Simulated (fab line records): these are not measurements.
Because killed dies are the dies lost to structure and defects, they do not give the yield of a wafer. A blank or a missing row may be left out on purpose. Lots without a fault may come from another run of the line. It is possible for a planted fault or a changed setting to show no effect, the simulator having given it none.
2 desks looking at one fault | flow berkeley_cmos170 | numbers are kept per desk, each desk with only its own; the story behind them comes last

== TOOL OWNER'S DESK, furnace-01 ==
The tool's own readings at UCB170_WELLDRIVE_OXIDATION_01 (target thk 199 nm, ox time 9000 s): means of the sampled wafers that have a number, for each lot that ran on this tool. Any lot whose mean is over 4 standard deviations away from the usual mean is out of limits and marked OUT; that distance is given in the brackets.
Columns: A = zone_power_centre_pct at UCB170_WELLDRIVE_OXIDATION_01, usual 62 %
lot  | first seen here | A
L561 | day 5 01:03     | 68
L565 | day 5 14:14     | 68
L566 | day 6 07:31     | 68
L567 | day 6 07:31     | 68
This desk's finding: nothing out of limits on any of the 4 lots.

== FROM THE METROLOGY DESK ==
What the gauges read for every lot (on any tool): the sampled wafers with a number, averaged. Any lot whose mean is over 4 standard deviations away from the usual mean is out of limits and marked OUT; that distance is given in the brackets.
Columns: A = NWELL_NITRIDE_THK at UCB170_NWELL_THK_MEAS_05, usual 224.4 nm; B = V2_POLISHED_THK at UCB170_V2_THK_MEAS_04, usual 1000.2 nm
lot  | first seen here | A     | B
L555 | day 2 05:31     | 223.6 | 1000.7
L556 | day 2 16:32     | 222.4 | 1000.1
L557 | day 2 19:11     | 226.7 | 999.7
L558 | day 3 00:28     | 223.9 | 999.8
L561 | day 3 17:58     | 224.1 | 1001.1
L565 | day 4 12:16     | 228.2 | 1001.0
L566 | day 4 23:55     | 222.4 | 1000.4
L567 | day 4 23:55     | 223.7 | 999.6
L570 | day 5 15:40     | 226.0 | 1000.0
L571 | day 5 15:40     | 224.1 | 999.5
L572 | day 5 22:32     | 223.7 | 999.5
L573 | day 6 03:42     | 223.7 | 1000.3
L574 | day 6 03:43     | 223.2 | 1000.6
L578 | day 7 05:07     | 222.9 | 1000.2
This desk's finding: nothing out of limits on any of the 14 lots.

== PUT TOGETHER ==
Nothing out of limits was seen by the tool owner's desk.
Nothing out of limits was seen by the metrology desk.

== WHAT THE SIMULATOR PUT IN ==
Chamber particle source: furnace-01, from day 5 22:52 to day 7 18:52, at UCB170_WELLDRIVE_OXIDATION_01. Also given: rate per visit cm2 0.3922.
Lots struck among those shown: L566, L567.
